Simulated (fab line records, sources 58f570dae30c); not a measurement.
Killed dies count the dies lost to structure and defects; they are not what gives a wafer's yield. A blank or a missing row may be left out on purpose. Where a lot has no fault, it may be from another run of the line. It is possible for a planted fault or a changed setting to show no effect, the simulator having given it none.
Which of the tools did it?	flow berkeleyCmos170	14 lots, 42 wafers sampled, at 3 steps of a route of 331

WHAT THE GAUGES READ, wafer by wafer
UCB170_WELLDRIVE_THK_MEAS_02. Usual: for WELLDRIVE_OXIDE_THK the level is 200 nm and the standard deviation is 3.3.
lot	measured	on	WELLDRIVE_OXIDE_THK (nm)	flag
L616	day 5 03:16	filmMetro-03	195 197 195	
L618	day 5 03:17	filmMetro-01	202 198 200	
L617	day 5 03:18	filmMetro-03	203 208 205	
L619	day 5 03:19	filmMetro-01	201 198 200	
L620	day 5 03:22	filmMetro-03	200 202 199	
L623	day 6 01:02	filmMetro-03	204 206 201	
L622	day 6 11:28	filmMetro-01	202 200 200	
L627	day 6 16:40	filmMetro-03	203 199 204	
L629	day 7 00:24	filmMetro-03	202 195 197	
L628	day 7 00:25	filmMetro-01	204 203 198	
L633	day 7 20:31	filmMetro-04	201 204 200	
L634	day 7 20:34	filmMetro-01	201 198 199	
L635	day 8 11:25	filmMetro-04	194 194 196	
L636	day 8 21:53	filmMetro-01	205 202 206	

UCB170_PSD_OVL_MEAS_07. Usual: for PSD_OVL the level is 5 nm and the standard deviation is 5.1.
lot	measured	on	PSD_OVL (nm)	flag
L616	day 8 21:40	overlay-01	6 8 1	
L618	day 8 21:47	overlay-02	5 7 3	
L617	day 8 21:31	overlay-02	5 0 -2	
L619	day 8 22:16	overlay-01	4 8 2	
L620	day 8 22:02	overlay-02	13 8 8	
L623	day 10 00:40	overlay-01	2 2 -2	
L622	day 10 06:43	overlay-01	2 -5 -1	
L627	day 10 07:03	overlay-01	0 2 -6	
L629	day 10 23:25	overlay-02	14 4 8	
L628	day 10 23:18	overlay-02	8 15 11	
L633	day 11 16:39	overlay-02	6 7 10	
L634	day 11 16:08	overlay-02	2 3 -1	
L635	day 12 13:45	overlay-02	6 9 11	
L636	day 12 20:51	overlay-01	1 -5 -7	

UCB170_SILICIDE_RS_MEAS_02: the measuring method here is four-point-probe. Usual: for SILICIDE_TI_RS the level is 24.81 ohm/sq and the standard deviation is 0.27.
lot	measured	on	SILICIDE_TI_RS (ohm/sq)	flag
L616	day 9 01:26	filmMetro-04	24.67 24.52 24.43	
L618	day 9 01:39	filmMetro-03	24.75 24.69 24.84	
L617	day 9 01:11	filmMetro-04	24.91 24.66 24.62	
L619	day 9 02:14	filmMetro-04	24.96 25.00 24.83	
L620	day 9 01:58	filmMetro-03	24.78 24.90 24.93	
L623	day 10 06:25	filmMetro-03	24.62 24.92 24.53	
L622	day 10 11:17	filmMetro-04	24.60 24.96 24.92	
L627	day 10 12:13	filmMetro-03	24.51 24.60 24.82	
L629	day 11 06:16	filmMetro-04	24.91 24.92 24.96	
L628	day 11 06:40	filmMetro-02	24.78 25.11 24.69	
L633	day 11 20:37	filmMetro-03	24.73 24.85 24.79	
L634	day 11 19:52	filmMetro-04	25.25 25.17 25.29	
L635	day 12 17:30	filmMetro-04	24.68 24.65 24.59	
L636	day 13 01:41	filmMetro-04	25.48 25.36 25.38	

TOOL THAT RAN EACH LOT (tool first, then ch and the chambers of the sampled wafers, then the start)
The record shows no process step preceding these readings.

WHAT THE TOOLS THEMSELVES READ (means of the sampled wafers that have a number; where no wafer has one, the mark that the record gives instead)
The record holds no such reading with a usual standard deviation.

THE ANSWER, worked out from the rows above alone
Rule: lot off if the mean of its wafers having a number is beyond 3 standard deviations from the usual mean. A lot without any number at a reading at which 4 lots or more have one is off too. Where the step has rows for the other lots, those lots are counted as sound. Order of review: gauges by route order, followed by the tools' own readings, for which a lot's mean as printed above is used. At the first step where some lot is off, the reading lying furthest off is the one used; lots without a number count as furthest.
None of the lots is off at any reading shown; this tells nothing.

WHAT THE SIMULATOR HAD INSERTED
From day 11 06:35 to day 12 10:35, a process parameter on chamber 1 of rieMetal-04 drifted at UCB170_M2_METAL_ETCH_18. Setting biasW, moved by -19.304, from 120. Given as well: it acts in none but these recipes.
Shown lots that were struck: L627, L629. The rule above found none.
